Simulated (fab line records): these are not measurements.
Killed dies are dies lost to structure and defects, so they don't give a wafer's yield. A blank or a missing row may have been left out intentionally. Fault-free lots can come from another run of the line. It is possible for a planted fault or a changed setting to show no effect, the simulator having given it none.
Which tool was responsible? + flow rit cmos + route of 202 steps, sampled at 1 step: 7 lots, 21 wafers

== WHAT THE GAUGES READ, wafer by wafer ==
RIT_NWELL_TW_MEAS_10.
| lot  | measured    | on            | NWELL_TW       |
|------|-------------|---------------|----------------|
| L893 | day 2 08:20 | film metro-01 | 2126 2117 2125 |
| L899 | day 3 15:07 | film metro-04 | 2095 2097 2109 |
| L903 | day 4 09:35 | film metro-01 | 2128 2123 2119 |
| L905 | day 4 19:38 | film metro-04 | 2107 2108 2118 |
| L909 | day 5 16:17 | film metro-03 | 2108 2094 2096 |
| L911 | day 6 03:21 | film metro-01 | 2120 2117 2111 |
| L914 | day 6 16:12 | film metro-03 | 2095 2099 2101 |

== WHAT TOOL EACH LOT RAN ON (gives the tool, then ch and the chambers of the sampled wafers, and finally the start) ==
No process step before these readings appears in the record.

== THE ANSWER, worked out from the rows above alone ==
Rule: the usual values come from the lots themselves. Put in order of their means at a reading, lots are off if they are a third of the lots or fewer, leave a main group of 4 or more, and stand apart from it by a gap of 3 or more times the standard deviation of the main group's means; of several such gaps the widest counts. The tables above print the reading to a certain number of digits; a main group whose means all agree to those digits is not used. Also off: a lot with no number at a reading for which 4 or more lots have one. Any other lot the step has rows for is counted as sound.
Across all readings shown, no lot is off: no conclusion can be drawn from this.

== WHAT HAD BEEN PUT IN BY THE SIMULATOR ==
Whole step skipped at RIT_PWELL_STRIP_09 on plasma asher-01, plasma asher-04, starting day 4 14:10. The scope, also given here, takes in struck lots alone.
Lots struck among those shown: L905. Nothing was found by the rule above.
